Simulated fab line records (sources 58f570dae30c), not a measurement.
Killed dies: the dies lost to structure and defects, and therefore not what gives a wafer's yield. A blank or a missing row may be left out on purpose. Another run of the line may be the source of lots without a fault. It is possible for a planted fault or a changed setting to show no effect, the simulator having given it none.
fab line records | flow berkeley-cmos170
[record] lots = 14 | wafers = 42 | last-day = 13
route steps=331 shown NWELL@16 PFIELD@87 GATE@141 CONTACT@218
lots that met no fault: taken from a fault-free run of the same line
start-h: hours from the record's first day to the start of the lot's first wafer shown | wait-h: time in hours since the lot's previous step | " unchanged from the row above | L1.1+2: several wafers, shown together as one row | - either no value or no given start | * or withheld: withheld | < > ~ a bound
route shown NAME@n: NAME is a module with steps in the file, n the number in the route of the first one | usual: mean and standard deviation over wafers with no fault | same: alike in all rows | chamber/n: place in a boat | sites: the reading at each site | _std_site: how widely they spread, as a standard deviation | _edge_site: the outer-site mean with the inner-site mean subtracted | radius-mm: how far each site lies from the wafer's centre | mask NAME#n: copy n | behind: tool/chamber where the wafer was last shaped | hold: the reason the lot was held/the length of the hold in hours/how it ended | device: names the non-switching transistor (n, p or np) | end of line: the tests these same wafers got at the end of their route | a step with no rows: only its recipe | killed: dies lost to structure and defects at the first sort, not the wafer's yield | map: the dies of a wafer, with x for killed, . for not killed, _ for no die there
set.NAME: the setting the step ran with; set.NAME@STEP: the setting that earlier step ran with | model.NAME: the simulator's own value behind a step, which no gauge read
one table for each step of the route and one row for each wafer, over a sample of lots
services: a tool's chamber out of use, with start hour (start-h, from the record's first day; less than 0 if before it), hours out, and reason
[[steps]]
[step UCB170_NWELL_THK_MEAS_02]
[recipe] reads = SiO2_of_NWELL_OXIDATION_01
[usual] NWELL_OXIDE_THK = 26.3/0.41
lot.wafer | tool          | chamber | start-h | wait-h | NWELL_OXIDE_THK[nm]
L817.1    | film-metro-04 | -       | 32.40   | 0.0    | 25.8
L817.3    | "             | -       | "       | "      | 26.3
L817.6    | "             | -       | "       | "      | 26.1
L816.2    | film-metro-02 | -       | 32.41   | 0.0    | 26.3
L816.4    | "             | -       | "       | "      | 26.1
L816.6    | "             | -       | "       | "      | 26.2
L818.2    | film-metro-02 | -       | 40.48   | 0.0    | 26.0
L818.3    | "             | -       | "       | "      | 26.3
L818.5    | "             | -       | "       | "      | 26.3
L819.1    | film-metro-02 | -       | 40.53   | 0.1    | 25.9
L819.2    | "             | -       | "       | "      | 25.7
L819.5    | "             | -       | "       | "      | 26.0
L820.1    | film-metro-03 | -       | 49.24   | 0.0    | 25.5
L820.4    | "             | -       | "       | "      | 25.9
L820.5    | "             | -       | "       | "      | 26.3
L821.2    | film-metro-03 | -       | 54.94   | 0.0    | 26.1
L821.3    | "             | -       | "       | "      | 26.6
L821.6    | "             | -       | "       | "      | 26.6
L822.2    | film-metro-02 | -       | 59.32   | 0.0    | 26.0
L822.3    | "             | -       | "       | "      | 25.8
L822.5    | "             | -       | "       | "      | 25.5
L824.1    | film-metro-04 | -       | 65.80   | 0.0    | 25.8
L824.4    | "             | -       | "       | "      | 26.2
L824.6    | "             | -       | "       | "      | 25.9
L823.2    | film-metro-03 | -       | 65.81   | 0.0    | 26.3
L823.5    | "             | -       | "       | "      | 26.4
L823.6    | "             | -       | "       | "      | 26.5
L825.2    | film-metro-03 | -       | 74.47   | 0.0    | 26.2
L825.5    | "             | -       | "       | "      | 25.9
L825.6    | "             | -       | "       | "      | 26.3
L832.1    | film-metro-02 | -       | 107.99  | 0.0    | 26.8
L832.3    | "             | -       | "       | "      | 26.8
L832.6    | "             | -       | "       | "      | 26.8
L834.3    | film-metro-02 | -       | 114.55  | 0.0    | 27.0
L834.4    | "             | -       | "       | "      | 26.5
L834.5    | "             | -       | "       | "      | 27.1
L835.3    | film-metro-03 | -       | 114.55  | 0.0    | 26.5
L835.5    | "             | -       | "       | "      | 26.2
L835.6    | "             | -       | "       | "      | 26.9
L837.2    | film-metro-03 | -       | 129.19  | 0.0    | 26.0
L837.3    | "             | -       | "       | "      | 26.3
L837.4    | "             | -       | "       | "      | 26.6
[step UCB170_PFIELD_STRIP_08]
[recipe] chemistry = O2 | power-w = 400 | pressure-mtorr = 3500 | platen-temp-c = withheld | o2-flow-sccm = 400 | overash-fraction = 0.5
[usual] drypump-motor-current-A = 5.9/0.49 | oes-product-au = 0.734/0.0045 | strip-time-to-endpoint-s = 21.60/0.071
lot.wafer | tool            | chamber | start-h | wait-h | drypump-motor-current-A | oes-product-au | rf-hours-counter-h | strip-time-to-endpoint-s
L816.2    | plasma-asher-02 | 0       | 105.05  | 0.1    | 5.5                     | 0.738          | 36                 | 21.50
L816.4    | "               | 1       | "       | "      | 5.7                     | 0.734          | -                  | 21.52
L816.6    | "               | 0       | "       | "      | 5.5                     | 0.747          | -                  | 21.57
L817.1    | plasma-asher-03 | 1       | 105.23  | 0.1    | 6.3                     | 0.740          | 38                 | 21.73
L817.3    | "               | 1       | "       | "      | 6.4                     | 0.726          | -                  | 21.68
L817.6    | "               | 0       | "       | "      | 6.8                     | 0.738          | -                  | 21.73
L819.1    | plasma-asher-02 | 1       | 109.69  | 0.1    | 5.7                     | 0.729          | 37                 | 21.60
L819.2    | "               | 0       | "       | "      | 5.6                     | 0.734          | 37                 | 21.58
L819.5    | "               | 0       | "       | "      | 5.6                     | 0.735          | -                  | 21.65
L818.2    | plasma-asher-04 | 1       | 110.02  | 0.1    | 5.3                     | 0.738          | 31                 | 21.53
L818.3    | "               | 0       | "       | "      | 6.2                     | 0.740          | -                  | 21.53
L818.5    | "               | 1       | "       | "      | 5.4                     | 0.719          | -                  | 21.48
L820.1    | plasma-asher-04 | 1       | 113.77  | 0.1    | 5.3                     | 0.738          | 31                 | 21.56
L820.4    | "               | 0       | "       | "      | 6.2                     | 0.739          | -                  | 21.58
L820.5    | "               | 1       | "       | "      | 5.3                     | 0.731          | -                  | 21.60
L821.2    | plasma-asher-02 | 1       | 114.01  | 0.1    | 5.7                     | 0.731          | 37                 | 21.56
L821.3    | "               | 1       | "       | "      | 5.7                     | 0.733          | -                  | 21.60
L821.6    | "               | 0       | "       | "      | 5.5                     | 0.734          | -                  | 21.57
L822.2    | plasma-asher-03 | 1       | 122.27  | 0.1    | 6.4                     | 0.736          | 0                  | 21.60
L822.3    | "               | 1       | "       | "      | 6.4                     | 0.742          | -                  | 21.59
L822.5    | "               | 0       | "       | "      | 6.8                     | 0.732          | -                  | 21.52
L824.1    | plasma-asher-02 | 1       | 138.01  | 0.1    | 5.7                     | 0.736          | 40                 | 21.58
L824.4    | "               | 1       | "       | "      | 5.7                     | 0.741          | -                  | 21.60
L824.6    | "               | 0       | "       | "      | 5.5                     | 0.739          | -                  | 21.62
L825.2    | plasma-asher-04 | 1       | 138.56  | 0.1    | 5.3                     | 0.732          | 34                 | 21.60
L825.5    | "               | 0       | "       | "      | 6.2                     | 0.736          | -                  | 21.59
L825.6    | "               | 1       | "       | "      | 5.3                     | 0.734          | -                  | 21.64
L823.2    | plasma-asher-02 | 0       | 138.82  | 0.1    | 5.5                     | 0.736          | 40                 | 21.50
L823.5    | "               | 0       | "       | "      | 5.5                     | 0.736          | -                  | 21.57
L823.6    | "               | 1       | "       | "      | 5.7                     | 0.734          | -                  | 21.55
L832.1    | plasma-asher-02 | 0       | 175.48  | 0.1    | 5.5                     | 0.728          | 45                 | 21.56
L832.3    | "               | 0       | "       | "      | 5.5                     | 0.730          | -                  | 21.63
L832.6    | "               | 0       | "       | "      | 5.6                     | 0.729          | -                  | 21.62
L835.3    | plasma-asher-03 | 1       | 185.16  | 0.1    | 6.4                     | 0.737          | -                  | 21.54
L835.5    | "               | 0       | "       | "      | 6.8                     | 0.737          | -                  | 21.51
L835.6    | "               | 1       | "       | "      | 6.3                     | 0.733          | -                  | 21.58
L834.3    | plasma-asher-02 | 0       | 185.43  | 0.1    | 5.6                     | 0.729          | -                  | 21.55
L834.4    | "               | 1       | "       | "      | 5.7                     | 0.734          | -                  | 21.47
L834.5    | "               | 0       | "       | "      | 5.6                     | 0.727          | -                  | 21.63
L837.2    | plasma-asher-02 | 0       | 204.48  | 0.1    | 5.6                     | 0.730          | 47                 | 21.60
L837.3    | "               | 0       | "       | "      | 5.5                     | 0.741          | -                  | 21.56
L837.4    | "               | 1       | "       | "      | 5.7                     | 0.737          | -                  | 21.68
[step UCB170_GATE_ETCH_15]
[recipe] chemistry = HBr/Cl2 | target = poly-Si | stop-on = SiO2 | over-etch-frac = 0.3 | icp-w = 300 | bias-w = 150 | time-s = 56.3 | pressure-mtorr = 15 | HBr_flow_sccm = 150 | Cl2_flow_sccm = 50 | target-depth-a = 2782
[usual] HBr_flow_sccm = 150.0/0.48 | drypump-motor-current-A = 5.9/0.57 | oes-product-au = 0.830/0.01 | run-length-s = 84.6/0.57 | throttle-valve-pct = 26.49/0.22
lot.wafer | tool      | chamber | start-h | wait-h | HBr_flow_sccm | drypump-motor-current-A | oes-product-au | rf-hours-counter-h | run-length-s | throttle-valve-pct
L817.1    | rie-si-01 | 2       | 156.45  | -      | 150.0         | 5.9                     | 0.826          | 83                 | 84.1         | 26.20
L817.3    | "         | 0       | "       | "      | 149.8         | 5.4                     | 0.830          | 1                  | 83.7         | 26.42
L817.6    | "         | 3       | "       | "      | 149.6         | 4.9                     | 0.834          | -                  | 84.3         | 26.79
L816.2    | rie-si-02 | 3       | 156.57  | -      | 149.4         | 6.0                     | 0.819          | 16                 | 85.0         | 26.29
L816.4    | "         | 1       | "       | "      | 149.3         | 5.8                     | 0.837          | 2                  | 85.0         | 26.72
L816.6    | "         | 1       | "       | "      | 149.3         | 5.8                     | 0.848          | -                  | 85.3         | 26.74
L819.1    | rie-si-01 | 0       | 165.53  | -      | 149.5         | 5.5                     | 0.823          | 1                  | 83.8         | 26.44
L819.2    | "         | 2       | "       | "      | 150.7         | 5.9                     | 0.816          | 83                 | 83.8         | 26.22
L819.5    | "         | 2       | "       | "      | 150.9         | 5.9                     | 0.820          | -                  | 83.7         | 26.20
L820.1    | rie-si-02 | 3       | 165.93  | -      | 150.6         | 6.0                     | 0.830          | 16                 | 84.9         | 26.28
L820.4    | "         | 2       | "       | "      | 149.2         | 6.7                     | 0.825          | 1                  | 84.8         | 26.56
L820.5    | "         | 3       | "       | "      | 150.1         | 5.9                     | 0.828          | -                  | 85.0         | 26.29
L818.2    | rie-si-01 | 2       | 166.05  | -      | 150.1         | 5.8                     | 0.841          | 83                 | 83.6         | 26.22
L818.3    | "         | 3       | "       | "      | 149.9         | 4.9                     | 0.841          | 2                  | 84.5         | 26.81
L818.5    | "         | 2       | "       | "      | 150.6         | 5.8                     | 0.839          | -                  | 84.3         | 26.20
L821.2    | rie-si-02 | 2       | 166.53  | -      | 150.0         | 6.6                     | 0.825          | 1                  | 85.0         | 26.53
L821.3    | "         | 1       | "       | "      | 150.2         | 5.8                     | 0.846          | 2                  | 84.9         | 26.75
L821.6    | "         | 3       | "       | "      | 150.6         | 5.9                     | 0.840          | -                  | 85.1         | 26.30
L822.2    | rie-si-01 | 0       | 173.10  | -      | 150.1         | 5.5                     | 0.833          | 1                  | 84.6         | 26.44
L822.3    | "         | 2       | "       | "      | 150.6         | 5.9                     | 0.827          | 83                 | 83.8         | 26.21
L822.5    | "         | 1       | "       | "      | 150.0         | 6.1                     | 0.839          | -                  | 84.6         | 26.64
L824.1    | rie-si-02 | 2       | 188.71  | -      | 150.6         | 6.6                     | 0.692          | 1                  | 100.6        | 26.55
L824.4    | "         | 1       | "       | "      | 150.2         | 5.8                     | 0.707          | 2                  | 100.8        | 26.73
L824.6    | "         | 3       | "       | "      | 150.2         | 6.0                     | 0.695          | -                  | 100.7        | 26.29
L823.2    | rie-si-01 | 2       | 189.19  | -      | 150.3         | 5.8                     | 0.814          | 83                 | 83.8         | 26.22
L823.5    | "         | 3       | "       | "      | 150.0         | 4.9                     | 0.834          | -                  | 84.4         | 26.79
L823.6    | "         | 0       | "       | "      | 148.8         | 5.5                     | 0.820          | -                  | 84.3         | 26.44
L825.2    | rie-si-02 | 3       | 189.40  | -      | 150.4         | 6.0                     | 0.709          | 16                 | 100.6        | 26.28
L825.5    | "         | 0       | "       | "      | 150.4         | 6.8                     | 0.709          | -                  | 101.0        | 26.31
L825.6    | "         | 3       | "       | "      | 150.7         | 6.0                     | 0.707          | -                  | 100.6        | 26.29
L832.1    | rie-si-01 | 2       | 229.68  | -      | 150.0         | 5.8                     | 0.839          | 84                 | 83.6         | 26.21
L832.3    | "         | 1       | "       | "      | 149.1         | 6.1                     | 0.834          | 89                 | 84.4         | 26.65
L832.6    | "         | 0       | "       | "      | 150.4         | 5.5                     | 0.829          | -                  | 84.0         | 26.43
L835.3    | rie-si-01 | 1       | 243.94  | -      | 149.7         | 6.1                     | 0.830          | 89                 | 84.3         | 26.65
L835.5    | "         | 3       | "       | "      | 150.6         | 4.9                     | 0.827          | -                  | 84.7         | 26.79
L835.6    | "         | 2       | "       | "      | 150.4         | 5.8                     | 0.819          | -                  | 83.9         | 26.21
L834.3    | rie-si-01 | 2       | 244.18  | -      | 150.2         | 5.9                     | 0.817          | 84                 | 83.7         | 26.23
L834.4    | "         | 0       | "       | "      | 149.6         | 5.5                     | 0.833          | 2                  | 84.3         | 26.42
L834.5    | "         | 3       | "       | "      | 150.0         | 4.9                     | 0.833          | -                  | 84.1         | 26.81
L837.2    | rie-si-01 | 0       | 259.55  | -      | 150.3         | 5.5                     | 0.827          | 2                  | 84.0         | 26.45
L837.3    | "         | 3       | "       | "      | 150.1         | 4.9                     | 0.845          | 2                  | 84.2         | 26.80
L837.4    | "         | 2       | "       | "      | 149.9         | 5.9                     | 0.836          | -                  | 84.0         | 26.22
[step UCB170_CONTACT_THK_MEAS_02]
[recipe] reads = PSG_of_CONTACT_CVD_01
[usual] CONTACT_PSG_THK = 711/5.3
lot.wafer | tool          | chamber | start-h | wait-h | CONTACT_PSG_THK[nm]
L817.1    | film-metro-01 | -       | 178.95  | 0.0    | 701
L817.3    | "             | -       | "       | "      | 708
L817.6    | "             | -       | "       | "      | 707
L816.2    | film-metro-02 | -       | 180.74  | 0.0    | 708
L816.4    | "             | -       | "       | "      | 713
L816.6    | "             | -       | "       | "      | 708
L820.1    | film-metro-04 | -       | 189.12  | 0.0    | 716
L820.4    | "             | -       | "       | "      | 716
L820.5    | "             | -       | "       | "      | 715
L819.1    | film-metro-01 | -       | 189.32  | 0.0    | 718
L819.2    | "             | -       | "       | "      | 711
L819.5    | "             | -       | "       | "      | 718
L818.2    | film-metro-02 | -       | 190.92  | 0.0    | 717
L818.3    | "             | -       | "       | "      | 721
L818.5    | "             | -       | "       | "      | 716
L821.2    | film-metro-04 | -       | 190.92  | 0.0    | 708
L821.3    | "             | -       | "       | "      | 717
L821.6    | "             | -       | "       | "      | 710
L822.2    | film-metro-04 | -       | 192.37  | 0.0    | 699
L822.3    | "             | -       | "       | "      | 703
L822.5    | "             | -       | "       | "      | 698
L824.1    | film-metro-04 | -       | 212.12  | 0.0    | 717
L824.4    | "             | -       | "       | "      | 711
L824.6    | "             | -       | "       | "      | 713
L823.2    | film-metro-02 | -       | 212.94  | 0.0    | 701
L823.5    | "             | -       | "       | "      | 698
L823.6    | "             | -       | "       | "      | 707
L825.2    | film-metro-02 | -       | 213.92  | 0.0    | 706
L825.5    | "             | -       | "       | "      | 708
L825.6    | "             | -       | "       | "      | 702
L832.1    | film-metro-01 | -       | 251.01  | 0.0    | 718
L832.3    | "             | -       | "       | "      | 712
L832.6    | "             | -       | "       | "      | 715
L834.3    | film-metro-01 | -       | 267.74  | 0.0    | 719
L834.4    | "             | -       | "       | "      | 720
L834.5    | "             | -       | "       | "      | 718
L835.3    | film-metro-02 | -       | 269.56  | 0.0    | 709
L835.5    | "             | -       | "       | "      | 711
L835.6    | "             | -       | "       | "      | 713
L837.2    | film-metro-02 | -       | 280.86  | 0.0    | 710
L837.3    | "             | -       | "       | "      | 711
L837.4    | "             | -       | "       | "      | 711
[[services]]
tool            | chamber | start-h | hours | kind
plasma-asher-03 | -       | 108.75  | 9.0   | pm
plasma-asher-03 | 0       | 108.75  | 9.0   | vent-cycle
plasma-asher-03 | 1       | 108.75  | 9.0   | vent-cycle
plasma-asher-03 | 0       | 117.75  | -     | clean
plasma-asher-03 | 1       | 117.75  | -     | clean
rie-si-02       | 2       | 121.55  | 6.1   | repair
rie-si-01       | -       | 131.91  | 14.6  | pm
rie-si-02       | -       | 167.47  | 4.0   | repair
rie-si-02       | -       | 177.95  | 0.4   | repair
plasma-asher-02 | -       | 180.40  | 4.5   | repair
plasma-asher-03 | -       | 198.73  | 28.1  | pm
rie-si-02       | -       | 203.72  | 20.0  | repair
rie-si-02       | 2       | 236.45  | 6.0   | repair
rie-si-01       | 1       | 258.32  | 2.7   | repair
[[key]]
[first-sign] step = UCB170_GATE_ETCH_15 | reading = run-length-s | direction = up | sigmas = 28 | usual = * | struck = *
[effect] step = UCB170_GATE_ETCH_15 | reading = oes-product-au | direction = down | sigmas = 12 | usual = 0.830 | struck = 0.703
met-at UCB170_GATE_ETCH_15
struck-lots L824,L825
sort-left-out L824.1,L824.4,L824.6
tester-left-out L824,L825
not-acting-at UCB170_NWELL_THK_MEAS_02,UCB170_PFIELD_STRIP_08,UCB170_CONTACT_THK_MEAS_02
onset-between 166.53 188.71
[fault] kind = process-parameter-drift | tool = rie-si-02 | chamber = - | onset-h = 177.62 | steps = UCB170_GATE_ETCH_15 | channel = time-s | offset = * | shape = step | end-h = 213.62 | stated = *
// tester-left-out: of these lots the tester's yield and bins aren't shown, on N5 and GAA mostly nor the transistor test; their killed dies are dies lost to structure and defects alone, not to doping, threshold or leakage, so they don't give the yield
// sort-left-out: the simulated sort isn't trusted on such a fault, so these wafers' sort isn't shown, and their yield isn't known
